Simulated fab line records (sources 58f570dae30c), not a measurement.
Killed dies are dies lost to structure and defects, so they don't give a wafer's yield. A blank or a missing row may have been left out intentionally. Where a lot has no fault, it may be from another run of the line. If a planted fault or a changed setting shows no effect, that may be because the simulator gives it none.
A single fault, viewed from 2 desks	flow berkeley cmos170	each desk holds nothing but its own numbers, with what lay behind them at the end

THE TOOL OWNER'S DESK: implanter-02
For each lot that ran on this tool, the mean over its sampled wafers that have a number, from the tool's own readings at UCB170_NSD_IMPLANT_08. Any lot whose mean is over 4 standard deviations away from the usual mean is out of limits and marked OUT; that distance is given in the brackets.
Columns: A = beam energy keV at UCB170_NSD_IMPLANT_08, usual 39.999; B = beam on s at UCB170_NSD_IMPLANT_08, usual 10.02 s; C = dose ions cm2 at UCB170_NSD_IMPLANT_08, usual 3e+15; D = end station pressure torr at UCB170_NSD_IMPLANT_08, usual 1.25e-05 Torr; E = faraday current uA at UCB170_NSD_IMPLANT_08, usual 9242
lot	first seen here	A	B	C	D	E
L314	day 8 19:52	39.978	10.09	3e+15	1.20e-05	9187
L317	day 9 03:09	39.996	10.17	3e+15	1.28e-05	9123
L321	day 10 07:06	40.002	12.62 (+12) OUT	5e+15 (+99 or more) OUT	1.34e-05	11291 (+11) OUT
L322	day 10 13:07	40.002	12.69 (+13) OUT	5e+15 (+99 or more) OUT	1.35e-05	11211 (+10) OUT
This desk's finding: out of limits on L321, L322; first on L321, day 10 07:06 (beam on s at UCB170_NSD_IMPLANT_08). In limits: L314, L317.

AT THE METROLOGY DESK
What the gauges read, lot by lot, whatever tool the lot ran on: means of the sampled wafers that have a number. Any lot whose mean is over 4 standard deviations away from the usual mean is out of limits and marked OUT; that distance is given in the brackets.
Columns: A = NSD_TW at UCB170_NSD_TW_MEAS_10, usual 4183; B = NSD_RS at UCB170_SDANNEAL_RS_MEAS_03, usual 37.22 ohm/sq
lot	first seen here	A	B
L310	day 7 17:50	4140	37.25
L312	day 8 04:34	4220	37.17
L311	day 8 04:43	4216	37.24
L314	day 8 20:07	4171	37.19
L317	day 9 03:24	4205	37.21
L321	day 10 07:21	4335 (+4.9) OUT	31.81 (-70) OUT
L324	day 10 13:07	4177	37.19
L322	day 10 13:22	4308 (+4.0) OUT	31.78 (-71) OUT
L326	day 11 06:51	4149	37.22
L327	day 11 14:23	4237	37.25
L329	day 11 14:27	4149	37.17
L332	day 11 21:56	4161	37.29
L331	day 11 22:16	4167	37.14
L333	day 12 21:36	4208	37.22
This desk's result: L321, L322 out of limits, first on L321 (NSD_TW at UCB170_NSD_TW_MEAS_10), day 10 07:21. In limits: L310, L312, L311, L314, L317, L324, L326, L327, L329, L332, L331, L333.

PUT TOGETHER
The tool owner's desk could have raised an alarm at day 10 07:06, on L321, L322.
At day 10 07:21 the metrology desk could have sounded an alarm, on L321, L322.
On implanter-02, each named lot ran UCB170_NSD_IMPLANT_08.

WHAT THE SIMULATOR HAD INSERTED
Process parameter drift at UCB170_NSD_IMPLANT_08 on implanter-02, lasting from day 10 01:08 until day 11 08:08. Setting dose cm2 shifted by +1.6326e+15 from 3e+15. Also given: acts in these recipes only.
Shown lots that were struck: L321, L322.
Delay (hours) between the fault's onset and each desk's first out-of-limits reading: 6 at the tool owner's desk, 6 at the metrology desk.
